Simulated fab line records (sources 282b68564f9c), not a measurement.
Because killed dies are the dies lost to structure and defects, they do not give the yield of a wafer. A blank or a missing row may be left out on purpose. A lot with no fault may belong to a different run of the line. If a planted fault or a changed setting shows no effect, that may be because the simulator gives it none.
fab line records :: flow rit-cmos :: part 2 of 2: steps 37 to 46 of 46
record
  lots=5
  wafers=15
  last-day=6
route steps=202 shown PLDD@120 SPACER@125 NSD@131 PSD@142 SDANNEAL@153 NLDD@160 SILICIDE@161
lots that met no fault: taken from a fault-free run of the same line
start-h: hours from the record's opening day to when the first of the lot's shown wafers began :: wait-h: how many hours have passed since the lot's step before this one :: " the same as in the row above :: L1.1+2: one row covering several wafers at once :: - no value, or no start given :: * or withheld: withheld :: < > ~ a bound
route shown NAME@n: a module of which the file shows steps, and the number in the route of the first :: usual: mean/standard deviation taken from wafers without a fault :: same: alike in all rows :: chamber/n: place in a boat :: sites: the reading at each site :: _std_site: how widely they spread, as a standard deviation :: _edge_site: the outer-site mean with the inner-site mean subtracted :: radius-mm: for every site, how far away it sits from the centre of the wafer :: mask NAME#n: copy n :: behind: the tool/chamber that last shaped the wafer :: hold: why the lot went on hold/how many hours it stayed there/how the hold came to an end :: device: which transistor (n, p or np) failed to switch :: end of line: the tests these same wafers got at the end of their route :: step lacking rows: just its recipe :: killed: not the wafer's yield, but the dies lost to structure and defects at the first sort :: map: a wafer's dies, x killed, . not, _ none there
set.NAME: the setting as run; set.NAME@STEP: as run at that earlier step :: model.NAME: the simulator's own value behind a step, which no gauge read
certain route steps with their lots: each step a table, each wafer a row
services: the hour from which a tool's chamber was out of use, counted from the record's first day as start-h (under 0 if before that day), plus the number of hours and why
## steps
# step RIT_SDANNEAL_RTA_03
# recipe
  temp-c=1050
  time-s=5
  idle-temp-c=600
  ramp-up-c-per-s=342
  ramp-down-c-per-s=171
  cool-to-c=600
  ambient=N2
# usual
  ramp-down-c-per-s=171.00/0.029
  wafer_temp_C_max=1053.7/1.3
lot.wafer: L075.3
tool: rtp-anneal-01
chamber: 0
start-h: 54.22
wait-h: 0.0
ramp-down-c-per-s: 170.98
wafer_temp_C_max: 1053.3

lot.wafer: L075.5
tool: rtp-anneal-01
chamber: 0
start-h: 54.22
wait-h: 0.0
ramp-down-c-per-s: 170.99
wafer_temp_C_max: 1055.3

lot.wafer: L075.6
tool: rtp-anneal-01
chamber: 0
start-h: 54.22
wait-h: 0.0
ramp-down-c-per-s: 170.97
wafer_temp_C_max: 1054.5

lot.wafer: L077.2
tool: rtp-anneal-01
chamber: 0
start-h: 66.80
wait-h: 0.0
ramp-down-c-per-s: 171.01
wafer_temp_C_max: 1055.5

lot.wafer: L077.4
tool: rtp-anneal-01
chamber: 0
start-h: 66.80
wait-h: 0.0
ramp-down-c-per-s: 171.00
wafer_temp_C_max: 1055.7

lot.wafer: L077.6
tool: rtp-anneal-01
chamber: 0
start-h: 66.80
wait-h: 0.0
ramp-down-c-per-s: 170.99
wafer_temp_C_max: 1052.6

lot.wafer: L079.2
tool: rtp-anneal-01
chamber: 0
start-h: 75.30
wait-h: 0.0
ramp-down-c-per-s: 171.03
wafer_temp_C_max: 1054.9

lot.wafer: L079.4
tool: rtp-anneal-01
chamber: 0
start-h: 75.30
wait-h: 0.0
ramp-down-c-per-s: 171.01
wafer_temp_C_max: 1054.5

lot.wafer: L079.6
tool: rtp-anneal-01
chamber: 0
start-h: 75.30
wait-h: 0.0
ramp-down-c-per-s: 171.02
wafer_temp_C_max: 1054.1

lot.wafer: L086.1
tool: rtp-anneal-02
chamber: 0
start-h: 113.48
wait-h: 0.0
ramp-down-c-per-s: 171.01
wafer_temp_C_max: 1051.3

lot.wafer: L086.3
tool: rtp-anneal-02
chamber: 0
start-h: 113.48
wait-h: 0.0
ramp-down-c-per-s: 170.96
wafer_temp_C_max: 1053.0

lot.wafer: L086.6
tool: rtp-anneal-02
chamber: 0
start-h: 113.48
wait-h: 0.0
ramp-down-c-per-s: 170.95
wafer_temp_C_max: 1054.1

lot.wafer: L092.1
tool: rtp-anneal-02
chamber: 0
start-h: 144.95
wait-h: 0.0
ramp-down-c-per-s: 171.05
wafer_temp_C_max: 1054.0

lot.wafer: L092.5
tool: rtp-anneal-02
chamber: 0
start-h: 144.95
wait-h: 0.0
ramp-down-c-per-s: 170.99
wafer_temp_C_max: 1052.6

lot.wafer: L092.6
tool: rtp-anneal-02
chamber: 0
start-h: 144.95
wait-h: 0.0
ramp-down-c-per-s: 170.98
wafer_temp_C_max: 1054.8
# step RIT_SDANNEAL_RS_MEAS_04
# recipe
  thk-meas-gauge=four-point-probe
# usual
  PSD_RS=115.90/0.26
lot.wafer: L075.3
tool: film-metro-03
chamber: -
start-h: 54.30
wait-h: 0.1
PSD_RS[ohm/sq]: 116.15

lot.wafer: L075.5
tool: film-metro-03
chamber: -
start-h: 54.30
wait-h: 0.1
PSD_RS[ohm/sq]: 115.85

lot.wafer: L075.6
tool: film-metro-03
chamber: -
start-h: 54.30
wait-h: 0.1
PSD_RS[ohm/sq]: 115.86

lot.wafer: L077.2
tool: film-metro-04
chamber: -
start-h: 66.87
wait-h: 0.1
PSD_RS[ohm/sq]: 115.92

lot.wafer: L077.4
tool: film-metro-04
chamber: -
start-h: 66.87
wait-h: 0.1
PSD_RS[ohm/sq]: 115.89

lot.wafer: L077.6
tool: film-metro-04
chamber: -
start-h: 66.87
wait-h: 0.1
PSD_RS[ohm/sq]: 115.96

lot.wafer: L079.2
tool: film-metro-01
chamber: -
start-h: 75.37
wait-h: 0.1
PSD_RS[ohm/sq]: 115.62

lot.wafer: L079.4
tool: film-metro-01
chamber: -
start-h: 75.37
wait-h: 0.1
PSD_RS[ohm/sq]: 115.74

lot.wafer: L079.6
tool: film-metro-01
chamber: -
start-h: 75.37
wait-h: 0.1
PSD_RS[ohm/sq]: 115.46

lot.wafer: L086.1
tool: film-metro-01
chamber: -
start-h: 113.54
wait-h: 0.0
PSD_RS[ohm/sq]: 115.54

lot.wafer: L086.3
tool: film-metro-01
chamber: -
start-h: 113.54
wait-h: 0.0
PSD_RS[ohm/sq]: 115.64

lot.wafer: L086.6
tool: film-metro-01
chamber: -
start-h: 113.54
wait-h: 0.0
PSD_RS[ohm/sq]: 116.04

lot.wafer: L092.1
tool: film-metro-04
chamber: -
start-h: 145.10
wait-h: 0.1
PSD_RS[ohm/sq]: 115.89

lot.wafer: L092.5
tool: film-metro-04
chamber: -
start-h: 145.10
wait-h: 0.1
PSD_RS[ohm/sq]: 115.68

lot.wafer: L092.6
tool: film-metro-04
chamber: -
start-h: 145.10
wait-h: 0.1
PSD_RS[ohm/sq]: 116.05
# step RIT_SDANNEAL_RS_MEAS_05
# recipe
  thk-meas-gauge=four-point-probe
# usual
  NSD_RS=84.62/0.27
lot.wafer: L075.3
tool: film-metro-03
chamber: -
start-h: 54.42
wait-h: 0.1
NSD_RS[ohm/sq]: 84.64

lot.wafer: L075.5
tool: film-metro-03
chamber: -
start-h: 54.42
wait-h: 0.1
NSD_RS[ohm/sq]: 84.46

lot.wafer: L075.6
tool: film-metro-03
chamber: -
start-h: 54.42
wait-h: 0.1
NSD_RS[ohm/sq]: 84.66

lot.wafer: L077.2
tool: film-metro-04
chamber: -
start-h: 66.99
wait-h: 0.1
NSD_RS[ohm/sq]: 84.73

lot.wafer: L077.4
tool: film-metro-04
chamber: -
start-h: 66.99
wait-h: 0.1
NSD_RS[ohm/sq]: 85.02

lot.wafer: L077.6
tool: film-metro-04
chamber: -
start-h: 66.99
wait-h: 0.1
NSD_RS[ohm/sq]: 84.85

lot.wafer: L079.2
tool: film-metro-01
chamber: -
start-h: 75.49
wait-h: 0.1
NSD_RS[ohm/sq]: 84.79

lot.wafer: L079.4
tool: film-metro-01
chamber: -
start-h: 75.49
wait-h: 0.1
NSD_RS[ohm/sq]: 84.80

lot.wafer: L079.6
tool: film-metro-01
chamber: -
start-h: 75.49
wait-h: 0.1
NSD_RS[ohm/sq]: 84.90

lot.wafer: L086.1
tool: film-metro-01
chamber: -
start-h: 113.66
wait-h: 0.1
NSD_RS[ohm/sq]: 84.02

lot.wafer: L086.3
tool: film-metro-01
chamber: -
start-h: 113.66
wait-h: 0.1
NSD_RS[ohm/sq]: 84.36

lot.wafer: L086.6
tool: film-metro-01
chamber: -
start-h: 113.66
wait-h: 0.1
NSD_RS[ohm/sq]: 83.92

lot.wafer: L092.1
tool: film-metro-04
chamber: -
start-h: 145.22
wait-h: 0.1
NSD_RS[ohm/sq]: 84.61

lot.wafer: L092.5
tool: film-metro-04
chamber: -
start-h: 145.22
wait-h: 0.1
NSD_RS[ohm/sq]: 84.60

lot.wafer: L092.6
tool: film-metro-04
chamber: -
start-h: 145.22
wait-h: 0.1
NSD_RS[ohm/sq]: 84.41
# step RIT_SDANNEAL_RS_MEAS_06
# recipe
  thk-meas-gauge=four-point-probe
# usual
  PLDD_RS=178.7/0.43
lot.wafer: L075.3
tool: film-metro-03
chamber: -
start-h: 54.54
wait-h: 0.1
PLDD_RS[ohm/sq]: 178.9

lot.wafer: L075.5
tool: film-metro-03
chamber: -
start-h: 54.54
wait-h: 0.1
PLDD_RS[ohm/sq]: 178.7

lot.wafer: L075.6
tool: film-metro-03
chamber: -
start-h: 54.54
wait-h: 0.1
PLDD_RS[ohm/sq]: 179.0

lot.wafer: L077.2
tool: film-metro-04
chamber: -
start-h: 67.11
wait-h: 0.1
PLDD_RS[ohm/sq]: 178.6

lot.wafer: L077.4
tool: film-metro-04
chamber: -
start-h: 67.11
wait-h: 0.1
PLDD_RS[ohm/sq]: 178.9

lot.wafer: L077.6
tool: film-metro-04
chamber: -
start-h: 67.11
wait-h: 0.1
PLDD_RS[ohm/sq]: 179.0

lot.wafer: L079.2
tool: film-metro-01
chamber: -
start-h: 75.61
wait-h: 0.1
PLDD_RS[ohm/sq]: 178.5

lot.wafer: L079.4
tool: film-metro-01
chamber: -
start-h: 75.61
wait-h: 0.1
PLDD_RS[ohm/sq]: 178.2

lot.wafer: L079.6
tool: film-metro-01
chamber: -
start-h: 75.61
wait-h: 0.1
PLDD_RS[ohm/sq]: 178.1

lot.wafer: L086.1
tool: film-metro-01
chamber: -
start-h: 113.78
wait-h: 0.1
PLDD_RS[ohm/sq]: 177.7

lot.wafer: L086.3
tool: film-metro-01
chamber: -
start-h: 113.78
wait-h: 0.1
PLDD_RS[ohm/sq]: 177.8

lot.wafer: L086.6
tool: film-metro-01
chamber: -
start-h: 113.78
wait-h: 0.1
PLDD_RS[ohm/sq]: 178.2

lot.wafer: L092.1
tool: film-metro-04
chamber: -
start-h: 145.34
wait-h: 0.1
PLDD_RS[ohm/sq]: 178.3

lot.wafer: L092.5
tool: film-metro-04
chamber: -
start-h: 145.34
wait-h: 0.1
PLDD_RS[ohm/sq]: 178.5

lot.wafer: L092.6
tool: film-metro-04
chamber: -
start-h: 145.34
wait-h: 0.1
PLDD_RS[ohm/sq]: 179.0
# step RIT_SDANNEAL_RS_MEAS_07
# recipe
  thk-meas-gauge=four-point-probe
# usual
  NLDD_RS=151.8/0.6
lot.wafer: L075.3
tool: film-metro-03
chamber: -
start-h: 54.66
wait-h: 0.1
NLDD_RS[ohm/sq]: 151.5

lot.wafer: L075.5
tool: film-metro-03
chamber: -
start-h: 54.66
wait-h: 0.1
NLDD_RS[ohm/sq]: 151.3

lot.wafer: L075.6
tool: film-metro-03
chamber: -
start-h: 54.66
wait-h: 0.1
NLDD_RS[ohm/sq]: 151.2

lot.wafer: L077.2
tool: film-metro-04
chamber: -
start-h: 67.23
wait-h: 0.1
NLDD_RS[ohm/sq]: 151.9

lot.wafer: L077.4
tool: film-metro-04
chamber: -
start-h: 67.23
wait-h: 0.1
NLDD_RS[ohm/sq]: 152.1

lot.wafer: L077.6
tool: film-metro-04
chamber: -
start-h: 67.23
wait-h: 0.1
NLDD_RS[ohm/sq]: 151.5

lot.wafer: L079.2
tool: film-metro-01
chamber: -
start-h: 75.73
wait-h: 0.1
NLDD_RS[ohm/sq]: 152.0

lot.wafer: L079.4
tool: film-metro-01
chamber: -
start-h: 75.73
wait-h: 0.1
NLDD_RS[ohm/sq]: 152.0

lot.wafer: L079.6
tool: film-metro-01
chamber: -
start-h: 75.73
wait-h: 0.1
NLDD_RS[ohm/sq]: 151.8

lot.wafer: L086.1
tool: film-metro-01
chamber: -
start-h: 113.90
wait-h: 0.1
NLDD_RS[ohm/sq]: 153.2

lot.wafer: L086.3
tool: film-metro-01
chamber: -
start-h: 113.90
wait-h: 0.1
NLDD_RS[ohm/sq]: 153.0

lot.wafer: L086.6
tool: film-metro-01
chamber: -
start-h: 113.90
wait-h: 0.1
NLDD_RS[ohm/sq]: 152.8

lot.wafer: L092.1
tool: film-metro-04
chamber: -
start-h: 145.46
wait-h: 0.1
NLDD_RS[ohm/sq]: 152.1

lot.wafer: L092.5
tool: film-metro-04
chamber: -
start-h: 145.46
wait-h: 0.1
NLDD_RS[ohm/sq]: 152.6

lot.wafer: L092.6
tool: film-metro-04
chamber: -
start-h: 145.46
wait-h: 0.1
NLDD_RS[ohm/sq]: 152.5
# step RIT_SILICIDE_WET_ETCH_00
# recipe
  chemistry=BOE
  target=SiO2
  target-depth-nm=14
  time-s=15
  dry=n2-spin
  dilution=10:1
  temp-c=21.5
lot.wafer: L075.3+5+6
tool: wet-bench-03
chamber: 2
start-h: 54.74
wait-h: 0.1

lot.wafer: L077.2+4+6
tool: wet-bench-04
chamber: 2
start-h: 67.33
wait-h: 0.1

lot.wafer: L079.2+4+6
tool: wet-bench-04
chamber: 3
start-h: 75.83
wait-h: 0.1

lot.wafer: L086.1+3+6
tool: wet-bench-03
chamber: 1
start-h: 114.02
wait-h: 0.1

lot.wafer: L092.1+5+6
tool: wet-bench-04
chamber: 3
start-h: 145.58
wait-h: 0.1
# step RIT_SILICIDE_SPUTTER_01
# recipe
  material=Ti
  target-thk-nm=30
  power-w=350
  chamber-pressure-pa=0.667
  gas=Ar
  time-s=240
  substrate-temp-c=25
# usual
  throttle-valve-pct=29.8/1.2
lot.wafer: L075.3
tool: pvd-sputter-03
chamber: -
start-h: 54.75
wait-h: 0.0
throttle-valve-pct: 31.1

lot.wafer: L075.5
tool: pvd-sputter-03
chamber: -
start-h: 54.75
wait-h: 0.0
throttle-valve-pct: 29.0

lot.wafer: L075.6
tool: pvd-sputter-03
chamber: -
start-h: 54.75
wait-h: 0.0
throttle-valve-pct: 31.3

lot.wafer: L077.2
tool: pvd-sputter-03
chamber: -
start-h: 67.34
wait-h: 0.0
throttle-valve-pct: 27.5

lot.wafer: L077.4
tool: pvd-sputter-03
chamber: -
start-h: 67.34
wait-h: 0.0
throttle-valve-pct: 32.5

lot.wafer: L077.6
tool: pvd-sputter-03
chamber: -
start-h: 67.34
wait-h: 0.0
throttle-valve-pct: 27.4

lot.wafer: L079.2
tool: pvd-sputter-03
chamber: -
start-h: 75.84
wait-h: 0.0
throttle-valve-pct: 32.8

lot.wafer: L079.4
tool: pvd-sputter-03
chamber: -
start-h: 75.84
wait-h: 0.0
throttle-valve-pct: 28.9

lot.wafer: L079.6
tool: pvd-sputter-03
chamber: -
start-h: 75.84
wait-h: 0.0
throttle-valve-pct: 29.1

lot.wafer: L086.1
tool: pvd-sputter-02
chamber: -
start-h: 114.03
wait-h: 0.0
throttle-valve-pct: 29.8

lot.wafer: L086.3
tool: pvd-sputter-02
chamber: -
start-h: 114.03
wait-h: 0.0
throttle-valve-pct: 29.1

lot.wafer: L086.6
tool: pvd-sputter-02
chamber: -
start-h: 114.03
wait-h: 0.0
throttle-valve-pct: 29.3

lot.wafer: L092.1
tool: pvd-sputter-02
chamber: -
start-h: 145.60
wait-h: 0.0
throttle-valve-pct: 29.4

lot.wafer: L092.5
tool: pvd-sputter-02
chamber: -
start-h: 145.60
wait-h: 0.0
throttle-valve-pct: 30.0

lot.wafer: L092.6
tool: pvd-sputter-02
chamber: -
start-h: 145.60
wait-h: 0.0
throttle-valve-pct: 29.9
# step RIT_SILICIDE_RS_MEAS_02
# recipe
  thk-meas-gauge=four-point-probe
  reads=Ti_of_SILICIDE_SPUTTER_01
# usual
  SILICIDE_TI_RS=47.9/0.74
lot.wafer: L075.3
tool: film-metro-04
chamber: -
start-h: 54.94
wait-h: 0.1
SILICIDE_TI_RS[ohm/sq]: 48.2

lot.wafer: L075.5
tool: film-metro-04
chamber: -
start-h: 54.94
wait-h: 0.1
SILICIDE_TI_RS[ohm/sq]: 47.4

lot.wafer: L075.6
tool: film-metro-04
chamber: -
start-h: 54.94
wait-h: 0.1
SILICIDE_TI_RS[ohm/sq]: 47.5

lot.wafer: L077.2
tool: film-metro-02
chamber: -
start-h: 67.51
wait-h: 0.1
SILICIDE_TI_RS[ohm/sq]: 47.4

lot.wafer: L077.4
tool: film-metro-02
chamber: -
start-h: 67.51
wait-h: 0.1
SILICIDE_TI_RS[ohm/sq]: 47.6

lot.wafer: L077.6
tool: film-metro-02
chamber: -
start-h: 67.51
wait-h: 0.1
SILICIDE_TI_RS[ohm/sq]: 47.3

lot.wafer: L079.2
tool: film-metro-04
chamber: -
start-h: 76.01
wait-h: 0.1
SILICIDE_TI_RS[ohm/sq]: 49.0

lot.wafer: L079.4
tool: film-metro-04
chamber: -
start-h: 76.01
wait-h: 0.1
SILICIDE_TI_RS[ohm/sq]: 47.3

lot.wafer: L079.6
tool: film-metro-04
chamber: -
start-h: 76.01
wait-h: 0.1
SILICIDE_TI_RS[ohm/sq]: 47.7

lot.wafer: L086.1
tool: film-metro-04
chamber: -
start-h: 114.18
wait-h: 0.1
SILICIDE_TI_RS[ohm/sq]: 47.2

lot.wafer: L086.3
tool: film-metro-04
chamber: -
start-h: 114.18
wait-h: 0.1
SILICIDE_TI_RS[ohm/sq]: 46.5

lot.wafer: L086.6
tool: film-metro-04
chamber: -
start-h: 114.18
wait-h: 0.1
SILICIDE_TI_RS[ohm/sq]: 46.6

lot.wafer: L092.1
tool: film-metro-02
chamber: -
start-h: 145.75
wait-h: 0.1
SILICIDE_TI_RS[ohm/sq]: 48.7

lot.wafer: L092.5
tool: film-metro-02
chamber: -
start-h: 145.75
wait-h: 0.1
SILICIDE_TI_RS[ohm/sq]: 48.8

lot.wafer: L092.6
tool: film-metro-02
chamber: -
start-h: 145.75
wait-h: 0.1
SILICIDE_TI_RS[ohm/sq]: 49.2
# step RIT_SILICIDE_THK_MEAS_03
# recipe
  thk-meas-gauge=xrf
  reads=Ti_of_SILICIDE_SPUTTER_01
# usual
  SILICIDE_TI_THK=30.0/0.37
lot.wafer: L075.3
tool: film-metro-04
chamber: -
start-h: 55.04
wait-h: 0.1
SILICIDE_TI_THK[nm]: 30.0

lot.wafer: L075.5
tool: film-metro-04
chamber: -
start-h: 55.04
wait-h: 0.1
SILICIDE_TI_THK[nm]: 30.4

lot.wafer: L075.6
tool: film-metro-04
chamber: -
start-h: 55.04
wait-h: 0.1
SILICIDE_TI_THK[nm]: 30.3

lot.wafer: L077.2
tool: film-metro-02
chamber: -
start-h: 67.62
wait-h: 0.1
SILICIDE_TI_THK[nm]: 30.1

lot.wafer: L077.4
tool: film-metro-02
chamber: -
start-h: 67.62
wait-h: 0.1
SILICIDE_TI_THK[nm]: 30.1

lot.wafer: L077.6
tool: film-metro-02
chamber: -
start-h: 67.62
wait-h: 0.1
SILICIDE_TI_THK[nm]: 30.1

lot.wafer: L079.2
tool: film-metro-04
chamber: -
start-h: 76.12
wait-h: 0.1
SILICIDE_TI_THK[nm]: 29.7

lot.wafer: L079.4
tool: film-metro-04
chamber: -
start-h: 76.12
wait-h: 0.1
SILICIDE_TI_THK[nm]: 30.5

lot.wafer: L079.6
tool: film-metro-04
chamber: -
start-h: 76.12
wait-h: 0.1
SILICIDE_TI_THK[nm]: 30.3

lot.wafer: L086.1
tool: film-metro-04
chamber: -
start-h: 114.30
wait-h: 0.1
SILICIDE_TI_THK[nm]: 30.4

lot.wafer: L086.3
tool: film-metro-04
chamber: -
start-h: 114.30
wait-h: 0.1
SILICIDE_TI_THK[nm]: 30.7

lot.wafer: L086.6
tool: film-metro-04
chamber: -
start-h: 114.30
wait-h: 0.1
SILICIDE_TI_THK[nm]: 30.7

lot.wafer: L092.1
tool: film-metro-02
chamber: -
start-h: 145.87
wait-h: 0.1
SILICIDE_TI_THK[nm]: 29.6

lot.wafer: L092.5
tool: film-metro-02
chamber: -
start-h: 145.87
wait-h: 0.1
SILICIDE_TI_THK[nm]: 29.6

lot.wafer: L092.6
tool: film-metro-02
chamber: -
start-h: 145.87
wait-h: 0.1
SILICIDE_TI_THK[nm]: 29.2
# step RIT_SILICIDE_RTA_04
# recipe
  temp-c=650
  time-s=10
  idle-temp-c=25
  ramp-up-s=5
  ramp-down-s=5
  cool-to-c=25
  ambient=N2
# usual
  wafer_temp_C_max=653.5/0.71
lot.wafer: L075.3
tool: rtp-anneal-02
chamber: 0
start-h: 55.10
wait-h: 0.1
wafer_temp_C_max: 653.3

lot.wafer: L075.5
tool: rtp-anneal-02
chamber: 0
start-h: 55.10
wait-h: 0.1
wafer_temp_C_max: 654.6

lot.wafer: L075.6
tool: rtp-anneal-02
chamber: 0
start-h: 55.10
wait-h: 0.1
wafer_temp_C_max: 653.4

lot.wafer: L077.2
tool: rtp-anneal-02
chamber: 0
start-h: 67.68
wait-h: 0.1
wafer_temp_C_max: 653.4

lot.wafer: L077.4
tool: rtp-anneal-02
chamber: 0
start-h: 67.68
wait-h: 0.1
wafer_temp_C_max: 653.1

lot.wafer: L077.6
tool: rtp-anneal-02
chamber: 0
start-h: 67.68
wait-h: 0.1
wafer_temp_C_max: 653.6

lot.wafer: L079.2
tool: rtp-anneal-02
chamber: 0
start-h: 76.19
wait-h: 0.1
wafer_temp_C_max: 652.8

lot.wafer: L079.4
tool: rtp-anneal-02
chamber: 0
start-h: 76.19
wait-h: 0.1
wafer_temp_C_max: 652.7

lot.wafer: L079.6
tool: rtp-anneal-02
chamber: 0
start-h: 76.19
wait-h: 0.1
wafer_temp_C_max: 653.6

lot.wafer: L086.1
tool: rtp-anneal-01
chamber: 0
start-h: 114.36
wait-h: 0.1
wafer_temp_C_max: 653.2

lot.wafer: L086.3
tool: rtp-anneal-01
chamber: 0
start-h: 114.36
wait-h: 0.1
wafer_temp_C_max: 652.7

lot.wafer: L086.6
tool: rtp-anneal-01
chamber: 0
start-h: 114.36
wait-h: 0.1
wafer_temp_C_max: 652.3

lot.wafer: L092.1
tool: rtp-anneal-01
chamber: 0
start-h: 145.93
wait-h: 0.1
wafer_temp_C_max: 653.7

lot.wafer: L092.5
tool: rtp-anneal-01
chamber: 0
start-h: 145.93
wait-h: 0.1
wafer_temp_C_max: 653.9

lot.wafer: L092.6
tool: rtp-anneal-01
chamber: 0
start-h: 145.93
wait-h: 0.1
wafer_temp_C_max: 652.4
## services
tool: plasma-asher-02
chamber: -
start-h: 25.15
hours: 1.0
kind: repair

tool: implanter-02
chamber: -
start-h: 25.20
hours: 4.3
kind: repair

tool: iline-stepper-02
chamber: -
start-h: 36.43
hours: 1.7
kind: pm

tool: pvd-sputter-03
chamber: -
start-h: 39.20
hours: 1.2
kind: repair

tool: rie-diel-03
chamber: -
start-h: 43.61
hours: 0.3
kind: repair

tool: rie-diel-04
chamber: -
start-h: 44.32
hours: 1.1
kind: repair

tool: rie-diel-03
chamber: 2
start-h: 51.61
hours: 5.6
kind: repair

tool: rie-diel-01
chamber: 3
start-h: 55.12
hours: 1.8
kind: repair

tool: rie-diel-04
chamber: 1
start-h: 72.82
hours: 5.1
kind: repair

tool: rie-diel-03
chamber: 3
start-h: 79.51
hours: 4.0
kind: repair

tool: plasma-asher-03
chamber: -
start-h: 86.78
hours: 4.0
kind: pm

tool: implanter-04
chamber: -
start-h: 90.73
hours: 4.1
kind: pm

tool: implanter-04
chamber: -
start-h: 96.55
hours: 3.2
kind: repair

tool: iline-stepper-01
chamber: -
start-h: 96.99
hours: 1.7
kind: pm

tool: pvd-sputter-02
chamber: -
start-h: 98.57
hours: 2.1
kind: repair

tool: rie-diel-03
chamber: -
start-h: 102.42
hours: 0.3
kind: repair

tool: rtp-anneal-01
chamber: -
start-h: 109.23
hours: 1.1
kind: pm

tool: implanter-03
chamber: -
start-h: 120.14
hours: 0.5
kind: repair

tool: implanter-01
chamber: -
start-h: 123.12
hours: 0.5
kind: repair

tool: wet-bench-01
chamber: -
start-h: 133.03
hours: 1.9
kind: repair

tool: lpcvd-01
chamber: -
start-h: 133.68
hours: 0.8
kind: pm

tool: rie-diel-04
chamber: 0
start-h: 134.61
hours: 20.5
kind: repair

tool: rie-diel-01
chamber: 1
start-h: 135.40
hours: -
kind: clean

tool: rie-diel-01
chamber: 1
start-h: 135.40
hours: 14.6
kind: scheduled-down
